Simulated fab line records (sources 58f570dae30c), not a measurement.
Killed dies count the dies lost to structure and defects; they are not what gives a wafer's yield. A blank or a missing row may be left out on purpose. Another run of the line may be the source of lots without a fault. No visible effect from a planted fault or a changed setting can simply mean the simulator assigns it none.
The tool behind it: which one? -- flow berkeley cmos170 -- 14 lots, 42 wafers sampled, at 2 steps of a route of 331

== WHAT THE GAUGES SHOWED, per wafer ==
UCB170_M1_CD_MEAS_90: target cd 700 nm. Usual: cd nm reads 700.5 nm (standard deviation 2.1).
lot,measured,on,cd nm (nm),flag
L705,day 6 21:53,cd sem-02,699.0 699.9 698.6,
L707,day 7 17:35,cd sem-01,700.8 700.9 703.0,
L708,day 7 17:23,cd sem-01,697.6 696.2 700.8,
L710,day 8 04:17,cd sem-02,699.4 700.1 697.1,
L711,day 8 15:35,cd sem-01,700.3 703.9 701.9,
L712,day 8 16:08,cd sem-01,701.3 700.7 701.6,
L713,day 9 06:18,cd sem-02,698.3 697.5 701.8,
L714,day 9 06:01,cd sem-02,700.0 698.7 695.5,
L725,day 11 11:27,cd sem-01,704.8 701.8 700.8,
L726,day 11 18:32,cd sem-02,702.3 703.3 704.7,
L727,day 11 15:37,cd sem-01,700.1 702.0 702.4,
L728,day 11 18:48,cd sem-02,703.5 699.8 700.5,

== WHICH TOOL RAN EACH LOT (tool, then ch and the chambers of the sampled wafers, then the start) ==
lot,UCB170_PWELL_CVD_05
L705,"lpcvd-02 ch 0, day 2 22:25"
L707,"lpcvd-02 ch 0, day 3 06:25"
L708,"lpcvd-02 ch 1, day 3 06:25"
L710,"lpcvd-02 ch 1, day 3 15:56"
L711,"lpcvd-02 ch 1, day 4 05:07"
L712,"lpcvd-02 ch 1, day 4 05:07"
L713,"lpcvd-02 ch 0, day 4 13:10"
L714,"lpcvd-02 ch 1, day 4 13:10"
L715,"lpcvd-01 ch 1, day 4 18:47"
L716,"lpcvd-01 ch 1, day 5 06:19"
L725,"lpcvd-01 ch 1, day 7 09:14"
L726,"lpcvd-02 ch 0, day 7 14:01"
L727,"lpcvd-02 ch 0, day 8 01:08"
L728,"lpcvd-02 ch 1, day 8 01:08"
- UCB170_PWELL_CVD_05: deposits Si3N4 from SiH2Cl2/NH3, target thk 220 nm, time 3300 s.

== WHAT THE TOOLS THEMSELVES READ (means of the sampled wafers that have a number; where no wafer has one, the mark that the record gives instead) ==
UCB170_PWELL_CVD_05. Usual: nh3 flow sccm 75.01 sccm, standard deviation 0.22; pressure mtorr 200.0 mTorr, standard deviation 0.45; spike tc source C 821.6 C, standard deviation 2.
lot,tool,nh3 flow sccm (sccm),pressure mtorr (mTorr),spike tc source C (C),flag
L705,lpcvd-02,74.85,199.5,823.6,
L707,lpcvd-02,75.05,200.0,823.7,
L708,lpcvd-02,74.98,200.0,821.2,
L710,lpcvd-02,75.13,200.3,820.5,
L711,lpcvd-02,75.11,199.8,820.5,
L712,lpcvd-02,74.91,200.2,820.9,
L713,lpcvd-02,75.26,199.5,822.6,
L714,lpcvd-02,74.93,200.0,819.8,
L715,lpcvd-01,-,-,-,OFF
L716,lpcvd-01,-,-,-,OFF
L725,lpcvd-01,75.21,200.9,820.4,
L726,lpcvd-02,75.02,200.9,824.1,
L727,lpcvd-02,75.34,200.3,822.7,
L728,lpcvd-02,75.04,199.9,820.6,

== THE ANSWER, worked out from the rows above alone ==
Rule: a lot is off if the mean of its wafers that have a number lies more than 3 standard deviations from the usual mean. Also off: a lot with no number at a reading for which 4 or more lots have one. Any other lot the step has rows for is counted as sound. After the gauges, taken in route order, come the tools' own readings; for these a lot's mean is taken, as printed above. The first step at which some lot is off is used, and at that step the reading that is off furthest; a lot without a number counts as furthest.
Off at UCB170_PWELL_CVD_05 (nh3 flow sccm): L715, L716. Without a number there: L715, L716.
If a tool, at that step or one of the process steps before it, ran each lot that is off and ran no sound lot following the first of them, it fits. Not one of the candidates tried fits.

== WHAT WAS PUT IN BY THE SIMULATOR ==
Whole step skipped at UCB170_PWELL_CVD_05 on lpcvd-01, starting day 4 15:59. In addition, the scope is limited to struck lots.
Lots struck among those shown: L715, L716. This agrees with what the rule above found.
